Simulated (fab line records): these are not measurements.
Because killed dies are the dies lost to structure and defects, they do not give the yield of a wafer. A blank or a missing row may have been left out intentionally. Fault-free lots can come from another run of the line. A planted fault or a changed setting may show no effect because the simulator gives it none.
A struck lot beside a sound one | flow rit-cmos | 14 out of 202 route steps
Sound: wafers L812.2, L812.4, L812.5. Struck: wafers L819.2, L819.4, L819.5. At the end, the cause is stated.
Per side, at each step with rows, come the tool, then ch with its chambers, and then its first start. Under that, the readings that differ: sound wafers | struck wafers | difference of the means | sigmas: that difference in standard deviations of wafers without a fault.
alike: words and numbers the same on both sides, and readings whose means are apart by under 2 such deviations; not compared: readings that were withheld, readings missing a value for some wafer, numbers with overlapping values and no deviation given by the record, and bounds like >300 which may hide the same value.
A row with sigmas, a row that says differs or no value, or rows on one side alone: a step with any of these is where the two part. Numbers that don't overlap but have no deviation are shown without sigmas and don't part them. A reading missing from all wafers of one side parts the sides only when that side holds two or more wafers.

RIT_ACTIVE_BOW_MEAS_00:
  sound on film-metro-04, day 2 11:01; struck on film-metro-03, day 3 22:01
  alike: INCOMING_BOW
then, 1 step without rows for these wafers: RIT_ACTIVE_OXIDATION_01 (target thk 46.8 nm, ox time 3360 s).
RIT_ACTIVE_THK_MEAS_02:
  sound on film-metro-04, day 2 13:04; struck on film-metro-04, day 4 00:04
  reading               | sound          | struck         | difference | sigmas
  ACTIVE_OXIDE_THK (nm) | 47.9 46.8 48.0 | 44.7 44.7 45.7 | -2.5       | -3
then, 1 step without rows for these wafers: RIT_ACTIVE_CVD_03 (deposits Si3N4 from SiH2Cl2/NH3, target thk 150 nm, time 1500 s).
RIT_ACTIVE_THK_MEAS_04:
  sound on film-metro-01, day 2 14:32; struck on film-metro-03, day 4 01:32
  alike: ACTIVE_NITRIDE_THK
then, 5 steps without rows for these wafers: RIT_ACTIVE_HMDS_05 (prime time 60 s); RIT_ACTIVE_COAT_06 (resist thk 1000 nm); RIT_ACTIVE_SOFTBAKE_07 (time 60 s); RIT_ACTIVE_EXPOSE_08 (exposes mask M1, target cd 1400 nm); RIT_ACTIVE_PEB_09.
RIT_ACTIVE_DEVELOP_10: develop time 50 s.
  sound on litho-track-02 ch 0, day 2 15:00; struck on litho-track-02 ch 0, day 4 02:00
  reading              | sound             | struck            | difference | sigmas
  developer-temp-C (C) | 22.90 22.89 23.02 | 20.96 20.88 20.92 | -2.02      | -18
RIT_ACTIVE_CD_MEAS_11: the cd target is 1400 nm.
  sound on cd-sem-01, day 2 15:28; struck on cd-sem-01, day 4 02:35
  reading    | sound                | struck               | difference | sigmas
  cd-nm (nm) | 1400.8 1399.3 1402.5 | 1394.8 1393.3 1393.5 | -7.0       | -4
then, 1 step without rows for these wafers: RIT_ACTIVE_HARDBAKE_12 (time 60 s).
RIT_M1_PROBE_99:
  sound on prober-02, day 4 11:29; struck on prober-01, day 5 22:56
  alike: killed-at-front-end, killed-dies, killed-open, killed-short

WHERE THEY PART
First at RIT_ACTIVE_THK_MEAS_02; last, within this record, at RIT_ACTIVE_CD_MEAS_11. Later steps at which nothing parts them and some readings are alike: RIT_M1_PROBE_99.

WHY: what had been put in by the simulator
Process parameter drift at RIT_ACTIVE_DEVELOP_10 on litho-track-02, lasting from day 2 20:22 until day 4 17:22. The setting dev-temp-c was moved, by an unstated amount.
